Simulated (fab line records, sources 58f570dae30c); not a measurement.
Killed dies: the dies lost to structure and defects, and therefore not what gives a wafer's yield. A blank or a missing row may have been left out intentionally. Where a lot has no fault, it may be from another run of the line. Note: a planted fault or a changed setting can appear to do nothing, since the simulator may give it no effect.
What tool caused it? | flow berkeley_cmos170 | route of 331 steps, sampled at 1 step: 7 lots, 21 wafers

## WHAT EACH GAUGE READ, for each wafer
UCB170_M1_OVL_MEAS_10.
lot  | measured     | on         | M1_OVL (nm)
L810 | day 8 23:23  | overlay-02 | 5 1 9
L815 | day 9 10:00  | overlay-01 | 1 6 4
L819 | day 10 06:47 | overlay-02 | 3 0 7
L821 | day 10 17:09 | overlay-02 | 3 3 3
L825 | day 11 12:33 | overlay-02 | 12 17 11
L829 | day 11 21:38 | overlay-02 | 2 14 13
L830 | day 12 20:27 | overlay-02 | 6 7 11

## TOOL THAT RAN EACH LOT (tool first, then ch and the chambers of the sampled wafers, then the start)
Record: no process step prior to these readings.

## THE ANSWER, worked out from the rows above alone
Rule: what is usual is taken from the lots themselves. Put in order of their means at a reading, lots are off if they are a third of the lots or fewer, leave a main group of 4 or more, and stand apart from it by a gap of 3 or more times the standard deviation of the main group's means; of several such gaps the widest counts. A main group is skipped when, at the precision printed for the reading in the tables above, its means are all equal. A lot without any number at a reading at which 4 lots or more have one is off too. Where the step has rows for the other lots, those lots are counted as sound.
No lot is off at any reading shown: from this, nothing can be told.

## WHAT HAD BEEN PUT IN BY THE SIMULATOR
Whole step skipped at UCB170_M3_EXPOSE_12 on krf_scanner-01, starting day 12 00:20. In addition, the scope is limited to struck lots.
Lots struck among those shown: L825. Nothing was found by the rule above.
